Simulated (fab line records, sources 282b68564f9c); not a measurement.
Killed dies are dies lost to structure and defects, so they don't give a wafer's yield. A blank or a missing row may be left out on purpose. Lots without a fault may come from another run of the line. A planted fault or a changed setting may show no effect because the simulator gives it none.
Split-lot experiment | flow rit_cmos | 5 lots, 23 wafers read, on a route of 202 steps

THE SPLIT
At RIT_GATE_COAT_11 (resist thk 850 nm), the setting resist_thk_nm was moved away from the recipe's 850 nm on 8 of the 23 wafers read, by -3.9% to +3.4%. The other wafers ran this setting at the recipe's value.

The reading is taken at the split's own step.

THE READING
NOVOLAK_of_GATE_COAT_11.thk_nm (the simulator's own value, which no gauge read), in nm, at RIT_GATE_COAT_11 (resist thk 850 nm). The file gives no usual value for it. The 15 wafers here that ran the recipe average 851.2 nm, standard deviation 2.4 nm.

wafer  | tool, chamber at the split | resist_thk_nm as run, nm | against the recipe | NOVOLAK_of_GATE_COAT_11.thk_nm, nm | against lot-mates on the recipe
L078.1 | litho_track-01, 0          | 850                      | recipe             | 855                                | -
L078.2 | litho_track-01, 0          | 850                      | recipe             | 852.5                              | -
L078.5 | litho_track-01, 0          | 850                      | recipe             | 848.7                              | -
L079.1 | litho_track-01, 0          | 850                      | recipe             | 849.4                              | -
L079.2 | litho_track-01, 0          | 850                      | recipe             | 852.1                              | -
L079.3 | litho_track-01, 0          | 850                      | recipe             | 851.2                              | -
L079.5 | litho_track-01, 0          | 850                      | recipe             | 848.7                              | -
L079.6 | litho_track-01, 0          | 850                      | recipe             | 852.4                              | -
L080.1 | litho_track-01, 0          | 850                      | recipe             | 849.3                              | -
L080.2 | litho_track-01, 0          | 850                      | recipe             | 852.3                              | -
L080.3 | litho_track-01, 0          | 828.7                    | -2.5%              | 826.7                              | -24.2
L080.4 | litho_track-01, 0          | 828.7                    | -2.5%              | 828.9                              | -22.0
L080.5 | litho_track-01, 0          | 850                      | recipe             | 851.1                              | -
L084.1 | litho_track-02, 0          | 878.5                    | +3.4%              | 882.7                              | +28.2
L084.2 | litho_track-02, 0          | 850                      | recipe             | 854.8                              | -
L084.3 | litho_track-02, 0          | 878.5                    | +3.4%              | 884                                | +29.5
L084.5 | litho_track-02, 0          | 878.5                    | +3.4%              | 884.2                              | +29.7
L084.6 | litho_track-02, 0          | 850                      | recipe             | 854.2                              | -
L085.2 | litho_track-02, 0          | 817.2                    | -3.9%              | 816                                | -31.8
L085.3 | litho_track-02, 0          | 817.2                    | -3.9%              | 816.8                              | -31.0
L085.4 | litho_track-02, 0          | 850                      | recipe             | 847                                | -
L085.5 | litho_track-02, 0          | 850                      | recipe             | 848.6                              | -
L085.6 | litho_track-02, 0          | 817.2                    | -3.9%              | 813.6                              | -34.2

THE FIT
A straight line over all 23 wafers: NOVOLAK_of_GATE_COAT_11.thk_nm changes by +9.44 nm for each +1% of resist_thk_nm; r = +0.99; the points scatter about the line by 2.2 nm.
The same after taking each lot's own level away (the mean of its wafers on the recipe; 23 wafers): +8.61 nm for each +1%; r = +1.00; scatter 1.6 nm.
On that fit, the largest move of resist_thk_nm shifts the reading by 33 nm.
The lots' own levels span 847.80 to 854.50 nm, that is 2.8 times the standard deviation above.
So the lot-to-lot level changes the slope little: the two slopes agree.
Check: with one of the wafers moved furthest among these (-3.9%) left out of the fit, the line predicts -33.5 nm for it against its lot-mates. It came out at -31.8 nm against them.

OTHER SPLITS ON THESE WAFERS
These wafers also went through other splits before the reading. Each is held against what the fit with the lots' levels taken away leaves over:
other split on the same wafers       | wafers away from the commonest value | r with NOVOLAK_of_GATE_COAT_11.thk_nm (lot level and that fit taken away)
RIT_ACTIVE_OXIDATION_01 temp_c       | 18                                   | +0.01
RIT_ACTIVE_EXPOSE_08 dose_mj         | 8                                    | +0.12
RIT_ACTIVE_DEVELOP_10 develop_time_s | 10                                   | -0.25
RIT_NRETRO_COAT_01 resist_thk_nm     | 5                                    | -0.19
RIT_NRETRO_IMPLANT_08 dose_cm2       | 12                                   | +0.14
RIT_PRETRO_IMPLANT_08 dose_cm2       | 9                                    | -0.24

THE FILE'S OWN FIT
NOVOLAK_of_GATE_COAT_11.thk_nm changes by +8.65 nm for each +1% of resist_thk_nm, r = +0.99.
